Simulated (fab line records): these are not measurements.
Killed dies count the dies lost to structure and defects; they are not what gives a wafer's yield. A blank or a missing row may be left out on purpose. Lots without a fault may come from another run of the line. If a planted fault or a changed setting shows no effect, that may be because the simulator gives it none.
Split-lot trial -- flow berkeleyCmos170 -- route with 331 steps; 5 lots, 23 wafers read

== ABOUT THE SPLIT ==
At UCB170_M1_PEB_07, the setting pebTempC was moved away from the recipe's 130 C on 8 of the 23 wafers read, by +0.9% to +2.6%. All remaining wafers had this setting at the recipe value.

== FROM THE SPLIT TO THE READING: what the file shows between them, 5 steps ==
- UCB170_M1_DEVELOP_08: develop time 45 s
- UCB170_M1_CD_MEAS_09: target cd 700 nm
- UCB170_M1_ETCH_11: etches BARC in N2/H2
- UCB170_M1_METAL_ETCH_12: etches Al in Cl2/BCl3, stops on PSG, target depth 780 nm, time 130 s
- UCB170_M1_STRIP_13: strips in O2

== THE READING ==
Shown in nm: cdNm at UCB170_M1_CD_MEAS_90, with target cd 700 nm. On this fab line, fault-free wafers typically give 700 nm with a standard deviation of 3.8 nm.

wafer,"tool, chamber at the split","pebTempC as run, C",against the recipe,"cdNm, nm",against lot-mates on the recipe
L074.1,"lithoTrack-03, 0",130,recipe,705,-
L074.2,"lithoTrack-03, 0",130,recipe,703,-
L074.3,"lithoTrack-03, 0",131.2,+0.9%,696,-8
L074.4,"lithoTrack-03, 0",130,recipe,705,-
L074.5,"lithoTrack-03, 0",131.2,+0.9%,697,-7
L076.2,"lithoTrack-03, 0",133.4,+2.6%,677,-19
L076.3,"lithoTrack-03, 0",133.4,+2.6%,676,-20
L076.4,"lithoTrack-03, 0",130,recipe,697,-
L076.5,"lithoTrack-03, 0",130,recipe,695,-
L076.6,"lithoTrack-03, 0",133.4,+2.6%,680,-16
L080.1,"lithoTrack-03, 0",130,recipe,703,-
L080.2,"lithoTrack-03, 0",130,recipe,701,-
L080.3,"lithoTrack-03, 0",130,recipe,705,-
L080.4,"lithoTrack-03, 0",130,recipe,699,-
L080.5,"lithoTrack-03, 0",130,recipe,700,-
L077.1,"lithoTrack-01, 0",133.4,+2.6%,678,-19
L077.2,"lithoTrack-01, 0",130,recipe,697,-
L077.4,"lithoTrack-01, 0",130,recipe,697,-
L077.5,"lithoTrack-01, 0",133.4,+2.6%,678,-19
L077.6,"lithoTrack-01, 0",133.4,+2.6%,680,-17
L083.2,"lithoTrack-02, 0",130,recipe,706,-
L083.4,"lithoTrack-02, 0",130,recipe,707,-
L083.5,"lithoTrack-02, 0",130,recipe,698,-

THE FIT
A straight line over all 23 wafers: cdNm changes by -8.77 nm for each +1% of pebTempC; r = -0.95; the points scatter about the line by 3.4 nm.
The same after taking each lot's own level away (the mean of its wafers on the recipe; 23 wafers): -7.02 nm for each +1%; r = -0.97; scatter 2.1 nm.
Per that fit: largest pebTempC move, reading shift of 18 nm.
Across the lots, their own levels run from 696.0 to 704.3 nm, a range of 2.2 times the standard deviation given above.
Thus the slope moves with the lot-to-lot level: the two fits are different.
Check: for one of the wafers moved furthest among these (+2.6%), held out of the fit, the line's prediction against its lot-mates is -18.4 nm. Against them it came out at -19 nm.

== THE OTHER SPLITS THESE WAFERS WENT THROUGH ==
Note: prior to the reading, these wafers also went through further splits. Each is held against what the fit with the lots' levels taken away leaves over:
other split on the same wafers,wafers away from the commonest value,r with cdNm (lot level and that fit taken away)
UCB170_NLDD_IMPLANT_09 energyKev,4,+0.13
UCB170_NSD_COAT_01 resistThkNm,7,-0.18
UCB170_SILICIDE_SPUTTER_01 timeS,6,+0.23

== THE WHOLE CHAIN: every reading that the file lists as answering this split, in the file's order ==
step,what it does,reading,change (the file's fit),r (the file's)
UCB170_M1_CD_MEAS_09,target cd 700 nm,cdNm,-7.8 nm for each +1% of the setting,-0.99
UCB170_M1_ETCH_11,etches BARC in N2/H2,"M1.cdNm (the simulator's own value, which no gauge read)",-7.5 nm for each +1% of the setting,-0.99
UCB170_M1_METAL_ETCH_12,"etches Al in Cl2/BCl3, stops on PSG, target depth 780 nm, time 130 s","M1.cdNm (the simulator's own value, which no gauge read)",-7.14 nm for each +1% of the setting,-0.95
UCB170_M1_CD_MEAS_90,target cd 700 nm,cdNm,-7.14 nm for each +1% of the setting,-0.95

== THE FILE'S OWN FIT ==
cdNm changes by -7.14 nm for each +1% of pebTempC, r = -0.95.
